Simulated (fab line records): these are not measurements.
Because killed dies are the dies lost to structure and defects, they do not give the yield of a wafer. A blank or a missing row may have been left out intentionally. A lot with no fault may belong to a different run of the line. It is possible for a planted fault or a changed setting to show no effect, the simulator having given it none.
Split-lot experiment + flow rit-cmos + 23 wafers read across 5 lots, on a route 202 steps long

## THE SPLIT ITSELF
At RIT_NRETRO_COAT_01 (resist thk 1300 nm), the setting resist-thk-nm was moved away from the recipe's 1300 nm on 7 of the 23 wafers read, by -5.2% to +6.0%. The other wafers ran this setting at the recipe's value.

## FROM THE SPLIT TO THE READING: what the file shows between them, 1 step
- RIT_NRETRO_DEVELOP_05: develop time 68 s (also split here: develop-time-s)

## THE READING
NOVOLAK_of_NRETRO_COAT_01.thk-nm (the simulator's own value, which no gauge read), in nm, at RIT_NRETRO_HARDBAKE_07 (time 120 s). The file gives no usual value for it. The 16 wafers here that ran the recipe average 1135 nm, standard deviation 3.1 nm.

| wafer  | tool, chamber at the split | resist-thk-nm as run, nm | against the recipe | NOVOLAK_of_NRETRO_COAT_01.thk-nm, nm | against lot-mates on the recipe |
|--------|----------------------------|--------------------------|--------------------|--------------------------------------|---------------------------------|
| L074.1 | litho-track-01, 0          | 1378                     | +6.0%              | 1205                                 | +70                             |
| L074.2 | litho-track-01, 0          | 1300                     | recipe             | 1135                                 | -                               |
| L074.4 | litho-track-01, 0          | 1300                     | recipe             | 1136                                 | -                               |
| L074.5 | litho-track-01, 0          | 1378                     | +6.0%              | 1202                                 | +67                             |
| L074.6 | litho-track-01, 0          | 1300                     | recipe             | 1134                                 | -                               |
| L075.1 | litho-track-02, 0          | 1300                     | recipe             | 1135                                 | -                               |
| L075.2 | litho-track-02, 0          | 1233                     | -5.2%              | 1081                                 | -55                             |
| L075.3 | litho-track-02, 0          | 1233                     | -5.2%              | 1079                                 | -57                             |
| L075.5 | litho-track-02, 0          | 1300                     | recipe             | 1134                                 | -                               |
| L075.6 | litho-track-02, 0          | 1300                     | recipe             | 1140                                 | -                               |
| L076.2 | litho-track-04, 0          | 1233                     | -5.2%              | 1083                                 | -56                             |
| L076.3 | litho-track-04, 0          | 1300                     | recipe             | 1138                                 | -                               |
| L076.4 | litho-track-04, 0          | 1233                     | -5.2%              | 1081                                 | -58                             |
| L076.5 | litho-track-04, 0          | 1233                     | -5.2%              | 1078                                 | -60                             |
| L076.6 | litho-track-04, 0          | 1300                     | recipe             | 1139                                 | -                               |
| L081.1 | litho-track-02, 0          | 1300                     | recipe             | 1133                                 | -                               |
| L081.2 | litho-track-02, 0          | 1300                     | recipe             | 1132                                 | -                               |
| L081.3 | litho-track-02, 0          | 1300                     | recipe             | 1128                                 | -                               |
| L081.4 | litho-track-02, 0          | 1300                     | recipe             | 1134                                 | -                               |
| L081.5 | litho-track-02, 0          | 1300                     | recipe             | 1131                                 | -                               |
| L083.1 | litho-track-02, 0          | 1300                     | recipe             | 1138                                 | -                               |
| L083.3 | litho-track-02, 0          | 1300                     | recipe             | 1138                                 | -                               |
| L083.5 | litho-track-02, 0          | 1300                     | recipe             | 1136                                 | -                               |

THE FIT
A straight line over all 23 wafers: NOVOLAK_of_NRETRO_COAT_01.thk-nm changes by +10.9 nm for each +1% of resist-thk-nm; r = +1.00; the points scatter about the line by 3 nm.
The same after taking each lot's own level away (the mean of its wafers on the recipe; 23 wafers): +11.2 nm for each +1%; r = +1.00; scatter 1.9 nm.
The reading moves by 67 nm for the largest change in resist-thk-nm, on that fit.
Across the lots, their own levels run from 1131.6 to 1138.5 nm, a range of 2.2 times the standard deviation given above.
Hence the lot-to-lot level has little effect on the slope; both slopes agree.
Check: for one of the wafers moved furthest among these (+6.0%), held out of the fit, the line's prediction against its lot-mates is +66.8 nm. Against them it came out at +70 nm.

## OTHER SPLITS APPLIED TO THESE WAFERS
Before the reading, these wafers also passed through other splits. Each is held against what the fit with the lots' levels taken away leaves over:
| other split on the same wafers       | wafers away from the commonest value | r with NOVOLAK_of_NRETRO_COAT_01.thk-nm (lot level and that fit taken away) |
|--------------------------------------|--------------------------------------|-----------------------------------------------------------------------------|
| RIT_ACTIVE_CVD_03 nh3-flow-sccm      | 15                                   | +0.13                                                                       |
| RIT_ACTIVE_ETCH_13 rf-w              | 6                                    | +0.09                                                                       |
| RIT_NWELL_IMPLANT_08 dose-cm2        | 6                                    | +0.13                                                                       |
| RIT_PWELL_HARDBAKE_07 temp-c         | 8                                    | +0.25                                                                       |
| RIT_NRETRO_DEVELOP_05 develop-time-s | 6                                    | -0.03                                                                       |

## THE WHOLE CHAIN: every reading that the file lists as answering this split, in the file's order
| step                   | what it does       | reading                                                                           | change (the file's fit)              | r (the file's) |
|------------------------|--------------------|-----------------------------------------------------------------------------------|--------------------------------------|----------------|
| RIT_NRETRO_COAT_01     | resist thk 1300 nm | NOVOLAK_of_NRETRO_COAT_01.thk-nm (the simulator's own value, which no gauge read) | +13.1 nm for each +1% of the setting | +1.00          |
| RIT_NRETRO_HARDBAKE_07 | time 120 s         | NOVOLAK_of_NRETRO_COAT_01.thk-nm (the simulator's own value, which no gauge read) | +11.3 nm for each +1% of the setting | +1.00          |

## FILE'S OWN FIT
NOVOLAK_of_NRETRO_COAT_01.thk-nm changes by +11.3 nm for each +1% of resist-thk-nm, r = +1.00.
